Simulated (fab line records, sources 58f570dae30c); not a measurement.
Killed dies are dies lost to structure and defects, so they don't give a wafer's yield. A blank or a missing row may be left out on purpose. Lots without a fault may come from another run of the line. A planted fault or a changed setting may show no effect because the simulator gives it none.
fab line records | flow berkeley_cmos170 | part 1 of 2: steps 1 to 29 of 39
record lots=5 wafers=15 last_day=10
route steps=331 shown NVT@111 PVT@115 GATE@125 FIELD@126 PLDD@145
lots that met no fault: from a run of the same line without faults
start_h: hours from the record's first day to the start of the lot's first wafer shown | wait_h: hours since the lot's step before | " the same as in the row above | L1.1+2: a row that stands for several wafers | - no value, or no start given | * or withheld: withheld | < > ~ a bound
route shown NAME@n: a module of which the file shows steps, and the number in the route of the first | usual: mean/standard deviation of fault-free wafers | same: alike in all rows | chamber/n: place in a boat | sites: the reading at each site | _std_site: their standard deviation | _edge_site: outer sites' mean less inner sites' | radius_mm: how far each site lies from the wafer's centre | mask NAME#n: copy n | behind: the tool/chamber that last shaped the wafer | hold: why the lot was held/for how many hours/how that ended | device: the transistor (n, p or np) that didn't switch | end of line: the same wafers' tests at the end of the route | a step without rows: its recipe alone | killed: dies lost to structure and defects at the first sort, not the wafer's yield | map: a wafer's dies, x killed, . not, _ none there
set.NAME: the setting as run; set.NAME@STEP: as run at that earlier step | model.NAME: the simulator's own value behind a step, which no gauge read
lots at some steps of the route; a table a step, a row a wafer
services: from which hour (start_h, from the record's first day; less than 0 if before it) a tool's chamber was out of use, for how many hours, and why
## steps
# step UCB170_NVT_IMPLANT_07
# recipe species=BF2 dose_cm2=3e+12 energy_kev=50 tilt_deg=7
# usual beam_energy_keV=50.001/0.015
# same implant_ion_amu=49
# columns lot.wafer tool chamber start_h wait_h beam_energy_keV
L075.3 implanter-02 0 112.89 0.1 50.003
L075.5 " 0 " " 49.994
L075.6 " 0 " " 50.000
L078.1 implanter-02 0 138.04 0.0 50.034
L078.3 " 0 " " 50.000
L078.6 " 0 " " 50.018
L079.2 implanter-04 0 138.15 0.0 50.028
L079.3 " 0 " " 50.032
L079.5 " 0 " " 50.017
L083.2 implanter-03 0 160.51 0.0 49.983
L083.3 " 0 " " 49.987
L083.5 " 0 " " 50.000
L089.3 implanter-04 0 184.86 0.1 49.996
L089.4 " 0 " " 49.992
L089.5 " 0 " " 49.998
# step UCB170_NVT_STRIP_08
# recipe chemistry=O2 power_w=400 pressure_mtorr=3500 platen_temp_c=withheld o2_flow_sccm=400 overash_fraction=0.5
# usual drypump_motor_current_A=5.8/0.57 oes_product_au=0.735/0.005 strip_time_to_endpoint_s=21.63/0.049
# columns lot.wafer tool chamber start_h wait_h drypump_motor_current_A oes_product_au rf_hours_counter_h strip_time_to_endpoint_s
L075.3 plasma_asher-02 0 113.02 0.1 4.8 0.733 - 21.60
L075.5 " 0 " " 4.8 0.739 - 21.58
L075.6 " 1 " " 6.0 0.734 - 21.61
L078.1 plasma_asher-02 1 138.19 0.1 6.0 0.730 41 21.66
L078.3 " 1 " " 6.0 0.726 - 21.59
L078.6 " 1 " " 6.0 0.729 - 21.69
L079.2 plasma_asher-04 1 138.28 0.1 6.1 0.725 38 21.67
L079.3 " 1 " " 6.1 0.744 - 21.61
L079.5 " 1 " " 6.1 0.736 - 21.70
L083.2 plasma_asher-02 0 160.64 0.1 4.8 0.741 44 21.56
L083.3 " 1 " " 6.0 0.732 - 21.66
L083.5 " 0 " " 4.8 0.734 - 21.63
L089.3 plasma_asher-04 0 184.99 0.1 5.6 0.735 - 21.58
L089.4 " 1 " " 6.1 0.737 - 21.64
L089.5 " 0 " " 5.6 0.725 - 21.65
# step UCB170_NVT_TW_MEAS_09
# usual NVT_TW=527.0/2.8
# columns lot.wafer tool chamber start_h wait_h NVT_TW
L075.3 film_metro-03 - 113.17 0.1 524.7
L075.5 " - " " 526.7
L075.6 " - " " 526.1
L078.1 film_metro-03 - 138.29 0.1 529.4
L078.3 " - " " 527.2
L078.6 " - " " 525.6
L079.2 film_metro-01 - 138.39 0.1 524.9
L079.3 " - " " 526.4
L079.5 " - " " 525.0
L083.2 film_metro-02 - 160.75 0.1 527.9
L083.3 " - " " 527.5
L083.5 " - " " 526.8
L089.3 film_metro-01 - 185.08 0.1 525.5
L089.4 " - " " 525.4
L089.5 " - " " 528.4
# step UCB170_NVT_CLEAN_10
# recipe chemistry=SPM temp_c=120 time_s=600
# columns lot.wafer tool chamber start_h wait_h
L075.3+5+6 wet_bench-03 3 113.21 0.0
L078.1+3+6 wet_bench-01 2 138.35 0.1
L079.2+3+5 wet_bench-02 2 138.44 0.0
L083.2+3+5 wet_bench-01 3 160.80 0.0
L089.3+4+5 wet_bench-03 3 185.64 0.5
# step UCB170_PVT_HMDS_00
# recipe prime_time_s=60 prime_temp_c=100
# usual prime_temp_c=99.98/0.13
# same prime_time_s=60
# columns lot.wafer tool chamber start_h wait_h prime_temp_c
L075.3 litho_track-04 0 113.45 0.1 100.11
L075.5 " 0 " " 100.12
L075.6 " 0 " " 100.24
L078.1 litho_track-04 0 139.09 0.6 99.77
L078.3 " 0 " " 99.76
L078.6 " 0 " " 99.94
L079.2 litho_track-02 0 139.14 0.5 99.88
L079.3 " 0 " " 99.80
L079.5 " 0 " " 99.88
L083.2 litho_track-01 0 161.00 0.0 100.10
L083.3 " 0 " " 100.19
L083.5 " 0 " " 100.08
L089.3 litho_track-01 0 186.52 0.7 99.70
L089.4 " 0 " " 100.08
L089.5 " 0 " " 99.87
# step UCB170_PVT_COAT_01
# recipe resist=KrF spin_rpm=1500 resist_thk_nm=900
# columns lot.wafer tool chamber start_h wait_h
L075.3+5+6 litho_track-04 0 113.60 0.1
L078.1+3+6 litho_track-04 0 139.24 0.1
L079.2+3+5 litho_track-02 0 139.29 0.1
L083.2+3+5 litho_track-01 0 161.15 0.1
L089.3+4+5 litho_track-01 0 186.67 0.1
# step UCB170_PVT_SOFTBAKE_02
# recipe resist=KrF temp_c=130 time_s=60
# usual heater_power_total_W=56.80/0.047
# columns lot.wafer tool chamber start_h wait_h heater_power_total_W
L075.3 litho_track-04 0 113.75 0.1 56.80
L075.5 " 0 " " 56.91
L075.6 " 0 " " 56.78
L078.1 litho_track-04 0 139.39 0.1 56.82
L078.3 " 0 " " 56.77
L078.6 " 0 " " 56.81
L079.2 litho_track-02 0 139.44 0.1 56.84
L079.3 " 0 " " 56.78
L079.5 " 0 " " 56.81
L083.2 litho_track-01 0 161.30 0.1 56.79
L083.3 " 0 " " 56.81
L083.5 " 0 " " 56.81
L089.3 litho_track-01 0 186.82 0.1 56.86
L089.4 " 0 " " 56.80
L089.5 " 0 " " 56.75
# step UCB170_PVT_EXPOSE_03
# recipe mask_id=NWELL target_cd_nm=3000 na=0.5 sigma_outer=0.6 source_shape=conventional dose_mj=30
# usual stage_vel_mm_s=500.03/0.24
# same na=0.5
# columns lot.wafer tool chamber start_h wait_h mask stage_vel_mm_s
L075.3 krf_scanner-01 0 114.02 0.2 NWELL#0 499.82
L075.5 " 0 " " NWELL#0 499.63
L075.6 " 0 " " NWELL#0 499.93
L078.1 krf_scanner-01 0 139.67 0.2 NWELL#0 499.71
L078.3 " 0 " " NWELL#0 499.86
L078.6 " 0 " " NWELL#0 499.82
L079.2 krf_scanner-02 0 139.93 0.5 NWELL#0 499.56
L079.3 " 0 " " NWELL#0 499.93
L079.5 " 0 " " NWELL#0 500.19
L083.2 krf_scanner-01 0 161.44 0.1 NWELL#0 499.82
L083.3 " 0 " " NWELL#0 499.89
L083.5 " 0 " " NWELL#0 499.88
L089.3 krf_scanner-01 0 186.96 0.1 NWELL#0 499.85
L089.4 " 0 " " NWELL#0 499.66
L089.5 " 0 " " NWELL#0 499.31
# step UCB170_PVT_PEB_04
# recipe peb_temp_c=130 peb_time_s=withheld resist=KrF
# usual heater_power_total_W=56.81/0.044
# columns lot.wafer tool chamber start_h wait_h heater_power_total_W
L075.3 litho_track-04 0 114.14 0.1 56.84
L075.5 " 0 " " 56.82
L075.6 " 0 " " 56.81
L078.1 litho_track-02 0 139.84 0.2 56.79
L078.3 " 0 " " 56.77
L078.6 " 0 " " 56.82
L079.2 litho_track-02 0 140.14 0.2 56.81
L079.3 " 0 " " 56.73
L079.5 " 0 " " 56.80
L083.2 litho_track-02 0 161.56 0.1 56.68
L083.3 " 0 " " 56.80
L083.5 " 0 " " 56.81
L089.3 litho_track-02 0 187.85 0.9 56.84
L089.4 " 0 " " 56.82
L089.5 " 0 " " 56.73
# step UCB170_PVT_DEVELOP_05
# recipe developer=TMAH develop_time_s=45 resist=KrF dev_temp_c=21
# columns lot.wafer tool chamber start_h wait_h
L075.3+5+6 litho_track-04 0 - -
L078.1+3+6 litho_track-02 0 - -
L079.2+3+5 litho_track-02 0 - -
L083.2+3+5 litho_track-02 0 - -
L089.3+4+5 litho_track-02 0 - -
# step UCB170_PVT_OVL_MEAS_06
# usual PVT_OVL=-3/5.7
# columns lot.wafer tool chamber start_h wait_h PVT_OVL[nm]
L075.3 overlay-01 - 114.38 - -14
L075.5 " - " " -9
L075.6 " - " " -8
L078.1 overlay-01 - 140.12 - 0
L078.3 " - " " 4
L078.6 " - " " 2
L079.2 overlay-02 - 140.40 - 8
L079.3 " - " " 17
L079.5 " - " " 16
L083.2 overlay-02 - 161.82 - -5
L083.3 " - " " -3
L083.5 " - " " -10
L089.3 overlay-01 - 188.09 - -2
L089.4 " - " " -5
L089.5 " - " " -5
# step UCB170_PVT_IMPLANT_07
# recipe species=P dose_cm2=2e+12 energy_kev=30 tilt_deg=7
# usual beam_energy_keV=30.000/0.0096
# same implant_ion_amu=31
# columns lot.wafer tool chamber start_h wait_h beam_energy_keV
L075.3 implanter-01 0 114.45 0.1 29.995
L075.5 " 0 " " 30.010
L075.6 " 0 " " 30.008
L078.1 implanter-01 0 140.15 0.0 29.992
L078.3 " 0 " " 29.994
L078.6 " 0 " " 30.002
L079.2 implanter-04 0 140.45 0.0 30.003
L079.3 " 0 " " 30.008
L079.5 " 0 " " 30.006
L083.2 implanter-01 0 161.87 0.0 30.017
L083.3 " 0 " " 30.012
L083.5 " 0 " " 30.027
L089.3 implanter-04 0 188.16 0.1 29.992
L089.4 " 0 " " 29.994
L089.5 " 0 " " 29.997
# step UCB170_PVT_STRIP_08
# recipe chemistry=O2 power_w=400 pressure_mtorr=3500 platen_temp_c=withheld o2_flow_sccm=400 overash_fraction=0.5
# usual drypump_motor_current_A=5.5/0.53 oes_product_au=0.735/0.0042 strip_time_to_endpoint_s=21.64/0.067
# columns lot.wafer tool chamber start_h wait_h drypump_motor_current_A oes_product_au rf_hours_counter_h strip_time_to_endpoint_s
L075.3 plasma_asher-02 1 114.59 0.1 6.0 0.737 - 21.65
L075.5 " 0 " " 4.8 0.737 - 21.70
L075.6 " 1 " " 6.0 0.742 - 21.66
L078.1 plasma_asher-04 1 140.30 0.1 6.1 0.732 39 21.71
L078.3 " 0 " " 5.6 0.737 - 21.70
L078.6 " 0 " " 5.6 0.736 - 21.66
L079.2 plasma_asher-02 0 140.58 0.1 4.8 0.724 42 21.61
L079.3 " 1 " " 6.0 0.737 - 21.59
L079.5 " 0 " " 4.8 0.740 - 21.58
L083.2 plasma_asher-02 0 162.00 0.1 4.8 0.734 44 21.68
L083.3 " 1 " " 6.0 0.739 - 21.70
L083.5 " 0 " " 4.8 0.736 - 21.72
L089.3 plasma_asher-02 1 188.29 0.1 6.0 0.730 - 21.65
L089.4 " 0 " " 4.8 0.734 - 21.61
L089.5 " 0 " " 4.8 0.734 - 21.62
# step UCB170_PVT_TW_MEAS_09
# usual PVT_TW=511/3
# columns lot.wafer tool chamber start_h wait_h PVT_TW
L075.3 film_metro-03 - 114.67 0.1 511
L075.5 " - " " 511
L075.6 " - " " 508
L078.1 film_metro-04 - 140.40 0.1 513
L078.3 " - " " 516
L078.6 " - " " 518
L079.2 film_metro-01 - 140.69 0.1 507
L079.3 " - " " 508
L079.5 " - " " 510
L083.2 film_metro-03 - 162.11 0.1 509
L083.3 " - " " 509
L083.5 " - " " 509
L089.3 film_metro-03 - 188.38 0.1 510
L089.4 " - " " 507
L089.5 " - " " 506
# step UCB170_GATE_WET_ETCH_00
# recipe chemistry=dHF dilution=25:1 target=SiO2 temp_c=25 time_s=200
# columns lot.wafer tool chamber start_h wait_h
L075.3+5+6 wet_bench-04 3 114.71 0.0
L078.1+3+6 wet_bench-04 3 140.46 0.1
L079.2+3+5 wet_bench-04 2 140.74 0.0
L083.2+3+5 wet_bench-04 1 162.16 0.0
L089.3+4+5 wet_bench-04 3 188.42 0.0
# step UCB170_FIELD_THK_MEAS_91
# recipe reads=SiO2_of_FIELD_OXIDATION_01
# usual FIELD_OXIDE_LEFT_2_THK=358/11
# columns lot.wafer tool chamber start_h wait_h FIELD_OXIDE_LEFT_2_THK[nm]
L075.3 film_metro-01 - 114.80 0.0 339
L075.5 " - " " 346
L075.6 " - " " 350
L078.1 film_metro-04 - 140.59 0.0 379
L078.3 " - " " 359
L078.6 " - " " 376
L079.2 film_metro-03 - 140.88 0.0 370
L079.3 " - " " 362
L079.5 " - " " 373
L083.2 film_metro-04 - 162.23 0.0 345
L083.3 " - " " 345
L083.5 " - " " 343
L089.3 film_metro-01 - 188.50 0.0 364
L089.4 " - " " 367
L089.5 " - " " 366
# step UCB170_GATE_OXIDATION_01
# recipe temp_c=850 ambient=O2 target_thk_a=66 ox_time_s=1800
# columns lot.wafer tool chamber start_h wait_h
L075.3+5+6 furnace-03 0 119.04 4.2
L078.1+3+6 furnace-02 0 147.26 6.7
L079.2+3+5 furnace-02 0 147.26 6.4
L083.2+3+5 furnace-01 0 164.82 2.6
L089.3+4+5 furnace-01 0 188.59 0.1
# step UCB170_GATE_THK_MEAS_02
# recipe reads=SiO2_of_GATE_OXIDATION_01
# usual GATE_OXIDE_THK=6.59/0.11
# columns lot.wafer tool chamber start_h wait_h GATE_OXIDE_THK[nm]
L075.3 film_metro-02 - 120.56 0.0 6.58
L075.5 " - " " 6.64
L075.6 " - " " 6.76
L078.1 film_metro-04 - 148.76 0.0 6.42
L078.3 " - " " 6.48
L078.6 " - " " 6.51
L079.2 film_metro-01 - 148.83 0.1 6.82
L079.3 " - " " 6.64
L079.5 " - " " 6.65
L083.2 film_metro-01 - 166.33 0.0 6.54
L083.3 " - " " 6.64
L083.5 " - " " 6.52
L089.3 film_metro-02 - 190.11 0.0 6.46
L089.4 " - " " 6.50
L089.5 " - " " 6.41
# step UCB170_GATE_ANNEAL_03
# recipe temp_c=900 time_s=1800 ambient=N2
# columns lot.wafer tool chamber start_h wait_h
L075.3+5+6 furnace-02 0 123.19 2.6
L078.1+3+6 furnace-01 0 152.54 3.8
L079.2+3+5 furnace-01 0 152.54 3.7
L083.2+3+5 furnace-02 0 167.89 1.5
L089.3+4+5 furnace-01 0 191.76 1.6
# step UCB170_GATE_CVD_04
# recipe material=poly-Si temp_c=610 precursor=SiH4 time_s=1440 pressure_mtorr=375 target_thk_nm=214 sih4_flow_sccm=120
# columns lot.wafer tool chamber start_h wait_h
L075.3+5+6 lpcvd-02 0 124.69 0.0
L078.1+3+6 lpcvd-01 1 154.04 0.0
L079.2+3+5 lpcvd-01 0 154.04 0.0
L083.2+3+5 lpcvd-01 0 169.39 0.0
L089.3+4+5 lpcvd-02 1 193.26 0.0
# step UCB170_GATE_THK_MEAS_05
# recipe reads=poly-Si_of_GATE_CVD_04
# usual GATE_POLY_THK=213.1/2.1
# columns lot.wafer tool chamber start_h wait_h GATE_POLY_THK[nm]
L075.3 film_metro-04 - 126.11 0.0 210.3
L075.5 " - " " 208.8
L075.6 " - " " 208.1
L078.1 film_metro-04 - 155.45 0.0 211.9
L078.3 " - " " 212.1
L078.6 " - " " 211.5
L079.2 film_metro-01 - 155.51 0.1 216.0
L079.3 " - " " 211.7
L079.5 " - " " 212.5
L083.2 film_metro-01 - 170.86 0.1 218.8
L083.3 " - " " 219.2
L083.5 " - " " 217.8
L089.3 film_metro-01 - 194.68 0.0 213.4
L089.4 " - " " 212.6
L089.5 " - " " 212.7
# step UCB170_GATE_COAT_06
# recipe resist=BARC temp_c=withheld time_s=withheld spin_rpm=3000 resist_thk_nm=withheld
# columns lot.wafer tool chamber start_h wait_h
L075.3+5+6 litho_track-01 0 126.20 0.1
L078.1+3+6 litho_track-03 0 155.51 0.1
L079.2+3+5 litho_track-01 0 155.59 0.1
L083.2+3+5 litho_track-03 0 171.09 0.2
L089.3+4+5 litho_track-01 0 195.57 0.9
# step UCB170_GATE_COAT_07
# recipe resist=KrF spin_rpm=1500 resist_thk_nm=900
# columns lot.wafer tool chamber start_h wait_h
L075.3+5+6 litho_track-01 0 - -
L078.1+3+6 litho_track-03 0 - -
L079.2+3+5 litho_track-01 0 - -
L083.2+3+5 litho_track-03 0 - -
L089.3+4+5 litho_track-01 0 - -
# step UCB170_GATE_SOFTBAKE_08
# recipe resist=KrF temp_c=130 time_s=60
# usual heater_power_total_W=56.80/0.044
# columns lot.wafer tool chamber start_h wait_h heater_power_total_W
L075.3 litho_track-01 0 - - 56.77
L075.5 " 0 " " 56.80
L075.6 " 0 " " 56.75
L078.1 litho_track-03 0 - - 56.89
L078.3 " 0 " " 56.82
L078.6 " 0 " " 56.82
L079.2 litho_track-01 0 - - 56.81
L079.3 " 0 " " 56.81
L079.5 " 0 " " 56.81
L083.2 litho_track-03 0 - - 56.78
L083.3 " 0 " " 56.76
L083.5 " 0 " " 56.79
L089.3 litho_track-01 0 - - 56.78
L089.4 " 0 " " 56.76
L089.5 " 0 " " 56.82
# step UCB170_GATE_EXPOSE_09
# recipe mask_id=POLY target_cd_nm=350 na=0.5 sigma_outer=0.6 source_shape=conventional dose_mj=21
# usual stage_vel_mm_s=500.02/0.27
# same na=0.5
# columns lot.wafer tool chamber start_h wait_h mask stage_vel_mm_s
L075.3 krf_scanner-01 0 126.76 - POLY#0 499.86
L075.5 " 0 " " POLY#0 499.90
L075.6 " 0 " " POLY#0 499.55
L078.1 krf_scanner-01 0 156.07 - POLY#0 500.05
L078.3 " 0 " " POLY#0 500.05
L078.6 " 0 " " POLY#0 500.25
L079.2 krf_scanner-01 0 156.20 - POLY#0 500.27
L079.3 " 0 " " POLY#0 500.32
L079.5 " 0 " " POLY#0 500.16
L083.2 krf_scanner-02 0 171.68 - POLY#0 499.84
L083.3 " 0 " " POLY#0 499.74
L083.5 " 0 " " POLY#0 499.78
L089.3 krf_scanner-01 0 196.03 - POLY#0 499.73
L089.4 " 0 " " POLY#0 500.04
L089.5 " 0 " " POLY#0 499.71
# step UCB170_GATE_PEB_10
# recipe peb_temp_c=130 peb_time_s=withheld resist=KrF
# usual heater_power_total_W=56.80/0.049
# columns lot.wafer tool chamber start_h wait_h heater_power_total_W
L075.3 litho_track-03 0 127.13 0.3 56.71
L075.5 " 0 " " 56.86
L075.6 " 0 " " 56.75
L078.1 litho_track-03 0 156.18 0.1 56.77
L078.3 " 0 " " 56.84
L078.6 " 0 " " 56.77
L079.2 litho_track-01 0 156.33 0.1 56.71
L079.3 " 0 " " 56.81
L079.5 " 0 " " 56.77
L083.2 litho_track-01 0 172.15 0.5 56.84
L083.3 " 0 " " 56.74
L083.5 " 0 " " 56.71
L089.3 litho_track-02 0 196.65 0.6 56.78
L089.4 " 0 " " 56.81
L089.5 " 0 " " 56.82
# step UCB170_GATE_DEVELOP_11
# recipe developer=TMAH develop_time_s=45 resist=KrF dev_temp_c=21
# columns lot.wafer tool chamber start_h wait_h
L075.3+5+6 litho_track-03 0 - -
L078.1+3+6 litho_track-03 0 - -
L079.2+3+5 litho_track-01 0 - -
L083.2+3+5 litho_track-01 0 - -
L089.3+4+5 litho_track-02 0 - -
# step UCB170_GATE_CD_MEAS_12
# recipe target_cd_nm=350
# usual cd_nm=350.1/1.2
# columns lot.wafer tool chamber start_h wait_h cd_nm
L075.3 cd_sem-01 - 127.40 - 350.9
L075.5 " - " " 349.8
L075.6 " - " " 349.0
L078.1 cd_sem-02 - 156.46 - 350.4
L078.3 " - " " 349.5
L078.6 " - " " 349.2
L079.2 cd_sem-01 - 156.60 - 348.7
L079.3 " - " " 349.1
L079.5 " - " " 349.5
L083.2 cd_sem-01 - 172.42 - 348.9
L083.3 " - " " 350.2
L083.5 " - " " 350.1
L089.3 cd_sem-01 - 196.91 - 351.3
L089.4 " - " " 351.3
L089.5 " - " " 351.4
# step UCB170_GATE_OVL_MEAS_13
# usual GATE_OVL=-1/5.6
# columns lot.wafer tool chamber start_h wait_h GATE_OVL[nm]
L075.3 overlay-02 - 127.49 0.1 -8
L075.5 " - " " -4
L075.6 " - " " 1
L078.1 overlay-02 - 156.58 0.1 -5
L078.3 " - " " -7
L078.6 " - " " -2
L079.2 overlay-01 - 156.70 0.1 -11
L079.3 " - " " -14
L079.5 " - " " -11
L083.2 overlay-01 - 172.53 0.1 2
L083.3 " - " " 3
L083.5 " - " " 3
L089.3 overlay-01 - 197.01 0.1 -4
L089.4 " - " " -6
L089.5 " - " " -5
